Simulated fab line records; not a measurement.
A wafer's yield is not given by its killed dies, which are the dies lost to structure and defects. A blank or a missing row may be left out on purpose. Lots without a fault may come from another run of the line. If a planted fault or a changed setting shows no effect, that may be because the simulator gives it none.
A struck lot beside a sound one -- flow rit-cmos -- 16 out of 202 route steps
Sound: wafers L963.2, L963.4, L963.5. The struck wafers were L974.4, L974.5, L974.6. Last of all comes the cause.
Each step with rows lists, per side, the tool, then ch with its chambers, then its first start. Under that, the readings that differ: sound wafers -- struck wafers -- difference of the means -- sigmas: that difference in standard deviations of wafers without a fault.
alike: same words and numbers on both sides, and readings whose means sit less than 2 such deviations apart. not compared: any withheld reading, any reading some wafer has no value for, any bound like >300 that may hide the same value, and any number with overlapping values for which the record gives no deviation.
A row with sigmas, a row that says differs or no value, or rows on one side alone: a step with any of these is where the two part. Numbers that don't overlap but have no deviation are shown without sigmas and don't part them. Lack of a reading on every wafer of one side parts them only where that side has two or more wafers.

first, 2 steps without rows for these wafers: RIT_NLDD_HARDBAKE_07 (time 60 s); RIT_NLDD_IMPLANT_08.
RIT_NLDD_STRIP_09: strips in O2, time 180 s.
  sound on plasma-asher-04 ch 0,1, day 4 02:56; struck on plasma-asher-02 ch 0,1, day 6 03:07
  alike: drypump-motor-current-A
  not compared: rf-hours-counter-h
RIT_NLDD_TW_MEAS_10:
  struck on film-metro-02, day 6 03:16; sound on film-metro-01, day 4 03:08
  alike: NLDD_TW
then, 6 steps without rows for these wafers: RIT_PLDD_HMDS_00 (prime time 60 s); RIT_PLDD_COAT_01 (resist thk 1000 nm); RIT_PLDD_SOFTBAKE_02 (time 60 s); RIT_PLDD_EXPOSE_03 (exposes mask M8, target cd 40900 nm); RIT_PLDD_PEB_04; RIT_PLDD_DEVELOP_05 (develop time 50 s).
RIT_PLDD_OVL_MEAS_06:
  struck on overlay-01, day 6 04:10; sound on overlay-02, day 4 04:10
  alike: PLDD_OVL
then, 1 step without rows for these wafers: RIT_PLDD_HARDBAKE_07 (time 60 s).
RIT_PLDD_IMPLANT_08:
  sound on implanter-04 ch 0, day 4 04:22; struck on implanter-01 ch 0, day 6 04:25
reading,sound,struck,difference,sigmas
dose-ions-cm2,9e+14 8.994e+14 8.999e+14,2.689e+14 2.697e+14 2.704e+14,-6.301e+14,-99 or more
end-station-pressure-torr (Torr),6.9e-06 7.6e-06 7.6e-06,5.8e-06 5.3e-06 5.5e-06,-1.8e-06,-5
faraday-current-uA,2806 2885 2910,849 821 818,-2038,-35
RIT_PLDD_STRIP_09: strips in O2, time 180 s.
  sound on plasma-asher-02 ch 0, day 4 04:29; struck on plasma-asher-04 ch 0,1, day 6 04:32
reading,sound,struck,difference,sigmas
drypump-motor-current-A (A),6.3 6.3 6.3,5.3 5.7 5.3,-0.9,-3
  not compared: rf-hours-counter-h
RIT_PLDD_TW_MEAS_10:
  struck on film-metro-02, day 6 04:55; sound on film-metro-01, day 4 04:41
reading,sound,struck,difference,sigmas
PLDD_TW,2383 2378 2380,1688 1688 1694,-690,-63
  not compared: hold
RIT_M1_PROBE_99:
  the record has rows for the sound wafers here (prober-02, day 4 18:41) and none for the struck ones

== WHERE THEY PART ==
Last at RIT_M1_PROBE_99 as far as this record goes, first at RIT_PLDD_IMPLANT_08.

WHY: what had been put in by the simulator
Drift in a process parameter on implanter-01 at RIT_PLDD_IMPLANT_08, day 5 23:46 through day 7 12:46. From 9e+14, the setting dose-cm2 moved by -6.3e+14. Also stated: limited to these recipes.
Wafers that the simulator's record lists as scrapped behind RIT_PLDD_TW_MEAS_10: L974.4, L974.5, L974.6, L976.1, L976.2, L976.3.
